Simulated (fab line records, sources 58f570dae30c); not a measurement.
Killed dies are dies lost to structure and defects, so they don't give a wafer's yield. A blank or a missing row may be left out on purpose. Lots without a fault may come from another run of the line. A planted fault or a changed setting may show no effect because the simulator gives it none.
Which tool did it? | flow berkeley_cmos170 | 7 lots, 21 wafers sampled, at 4 steps of a route of 331

WHAT THE GAUGES READ, wafer by wafer
UCB170_M1_CD_MEAS_90: target cd 700 nm.
lot  | measured     | on        | cd_nm (nm)
L585 | day 9 05:23  | cd_sem-01 | 704.0 700.5 702.3
L587 | day 9 09:43  | cd_sem-02 | 699.9 699.0 700.6
L589 | day 9 20:28  | cd_sem-01 | 700.8 702.3 700.6
L591 | day 10 12:03 | cd_sem-01 | 694.5 694.9 698.2
L598 | day 12 08:50 | cd_sem-01 | 717.4 716.3 703.9 717.4 716.0 704.1
L601 | day 13 06:32 | cd_sem-01 | 717.4 699.7 714.3 717.1 699.9 714.0
L605 | day 13 23:30 | cd_sem-01 | 698.9 701.6 700.6

WHICH TOOL RAN EACH LOT (tool, then ch and the chambers of the sampled wafers, then the start)
lot  | UCB170_PWELL_STRIP_16               | UCB170_CONTACT_STRIP_19              | UCB170_M1_METAL_ETCH_12
L585 | plasma_asher-03 ch 0,1, day 4 02:53 | plasma_asher-03 ch 0,1, day 9 03:17  | rie_metal-04 ch 0,1, day 9 05:10
L587 | plasma_asher-03 ch 0,1, day 4 07:59 | plasma_asher-02 ch 0,1, day 9 07:25  | rie_metal-02 ch 0,1, day 9 09:29
L589 | plasma_asher-04 ch 0,1, day 4 19:56 | plasma_asher-03 ch 0,1, day 9 18:25  | rie_metal-03 ch 0,1, day 9 20:13
L591 | plasma_asher-03 ch 0,1, day 5 06:16 | plasma_asher-01 ch 0,1, day 10 09:49 | rie_metal-04 ch 0,1, day 10 11:48
L598 | plasma_asher-02 ch 0,1, day 6 15:25 | plasma_asher-02 ch 0,1, day 12 06:46 | rie_metal-03 ch 0,1, day 12 08:35
L601 | plasma_asher-03 ch 0,1, day 7 10:07 | plasma_asher-01 ch 0,1, day 13 02:53 | rie_metal-03 ch 0,1, day 13 06:10
L605 | plasma_asher-02 ch 0,1, day 8 11:42 | plasma_asher-03 ch 1, day 13 21:34   | rie_metal-04 ch 0,1, day 13 23:15
- UCB170_PWELL_STRIP_16: strips in O2.
- UCB170_CONTACT_STRIP_19: strips in O2.
- UCB170_M1_METAL_ETCH_12: etches Al in Cl2/BCl3, stops on PSG, target depth 780 nm, time 130 s.

THE ANSWER, worked out from the rows above alone
Rule: what is usual is taken from the lots themselves. Put in order of their means at a reading, lots are off if they are a third of the lots or fewer, leave a main group of 4 or more, and stand apart from it by a gap of 3 or more times the standard deviation of the main group's means; of several such gaps the widest counts. A main group whose means are all the same, to the digits that the tables above print for the reading, isn't used. A lot without any number at a reading at which 4 lots or more have one is off too. The other lots that the step has rows for count as sound.
Off: L598, L601, at UCB170_M1_CD_MEAS_90 (cd_nm). The main group: mean 699.9 nm, standard deviation 2.2.
A tool fits if, at a process step before that reading, it ran every lot that is off, and no sound lot after the first of them. The gauges at UCB170_M1_CD_MEAS_90 are tried like those tools. One fits: rie_metal-03 at UCB170_M1_METAL_ETCH_12. Its last sound lot is L589 (day 9 20:13), its first lot that is off L598 (day 12 08:35): a fault that began between those two fits.

WHAT THE SIMULATOR HAD PUT IN
Process parameter drift: rie_metal-03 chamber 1, from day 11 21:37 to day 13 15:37, at UCB170_M1_METAL_ETCH_12. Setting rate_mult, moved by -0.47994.
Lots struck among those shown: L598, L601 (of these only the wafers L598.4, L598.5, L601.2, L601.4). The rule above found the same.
